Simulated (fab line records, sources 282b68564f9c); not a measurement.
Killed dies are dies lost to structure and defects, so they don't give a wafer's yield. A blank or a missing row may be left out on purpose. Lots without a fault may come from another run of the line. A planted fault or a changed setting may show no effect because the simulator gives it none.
Tool commonality check | flow rit_cmos | 7 lots, 21 wafers sampled

WHY IT WAS OPENED
At RIT_GATE_THK_MEAS_07 the reading GATE_OXIDE_THK is flagged on 2 of 7 lots. Wafers without a fault read 3.01 nm, standard deviation 0.056.
Rule: a lot is flagged when every wafer of it that has a number lies more than 4 standard deviations from that mean, or none has a number. The other lots count as sound.

lot  | measured    | on            | GATE_OXIDE_THK (nm), wafer by wafer | flag
L394 | day 2 11:04 | film_metro-01 | 2.97 2.90 2.96                      |
L395 | day 2 16:02 | film_metro-02 | 2.98 2.94 2.99                      |
L396 | day 2 20:08 | film_metro-01 | 3.07 3.03 3.03                      |
L406 | day 4 21:42 | film_metro-02 | 3.82 3.79 3.89                      | FLAGGED
L408 | day 5 07:20 | film_metro-02 | 3.95 3.96 3.92                      | FLAGGED
L410 | day 5 17:47 | film_metro-03 | 3.00 3.06 2.99                      |
L415 | day 6 18:22 | film_metro-01 | 3.00 3.01 3.02                      |
The numbers of the flagged lots are 3.89 nm on average: +0.88 nm against the usual, or +16 standard deviations.

WHICH TOOL RAN EACH LOT
The record holds 1 process step before the reading, out of a route of 202 steps. In each cell: the tool, then ch and the chambers that the sampled wafers went through, then the start.
lot  | flag    | RIT_ACTIVE_STRIP_14
L394 |         | plasma_asher-01 ch 0,1, day 1 16:13
L395 |         | plasma_asher-02 ch 0,1, day 1 20:41
L396 |         | plasma_asher-01 ch 0,1, day 2 01:33
L406 | FLAGGED | plasma_asher-02 ch 0,1, day 4 03:29
L408 | FLAGGED | plasma_asher-01 ch 0,1, day 4 12:58
L410 |         | plasma_asher-04 ch 0,1, day 4 23:53
L415 |         | plasma_asher-02 ch 0,1, day 5 23:50
What these steps do:
- RIT_ACTIVE_STRIP_14: strips in O2, time 180 s.
- RIT_GATE_THK_MEAS_07

FLAGGED OVER TOTAL, TOOL BY TOOL (the gauges that took the reading come last)
step                 | tool            | lots run | flagged | share of the flagged lots | sound lots run after its first flagged lot
RIT_ACTIVE_STRIP_14  | plasma_asher-01 | 3        | 1       | some                      | 0
RIT_ACTIVE_STRIP_14  | plasma_asher-02 | 3        | 1       | some                      | 1 (L415)
RIT_ACTIVE_STRIP_14  | plasma_asher-04 | 1        | 0       | none                      | -
RIT_GATE_THK_MEAS_07 | film_metro-01   | 3        | 0       | none                      | -
RIT_GATE_THK_MEAS_07 | film_metro-02   | 3        | 2       | all                       | 0
RIT_GATE_THK_MEAS_07 | film_metro-03   | 1        | 0       | none                      | -

WHAT THE TABLE ALLOWS
1 row of the table ran every flagged lot: film_metro-02 at RIT_GATE_THK_MEAS_07.
- film_metro-02 at RIT_GATE_THK_MEAS_07: 2 of its 3 lots flagged. Its last sound lot is L395 (day 2 16:02), its first flagged lot L406 (day 4 21:42): a fault that began between those two fits.
One tool is left: film_metro-02 at RIT_GATE_THK_MEAS_07.

WHAT THE SIMULATOR HAD PUT IN
Metrology matching offset: film_metro-02, from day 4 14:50 on, at RIT_GATE_THK_MEAS_07. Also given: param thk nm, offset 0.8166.
Lots struck among those shown: L406, L408. The rule above found the same.
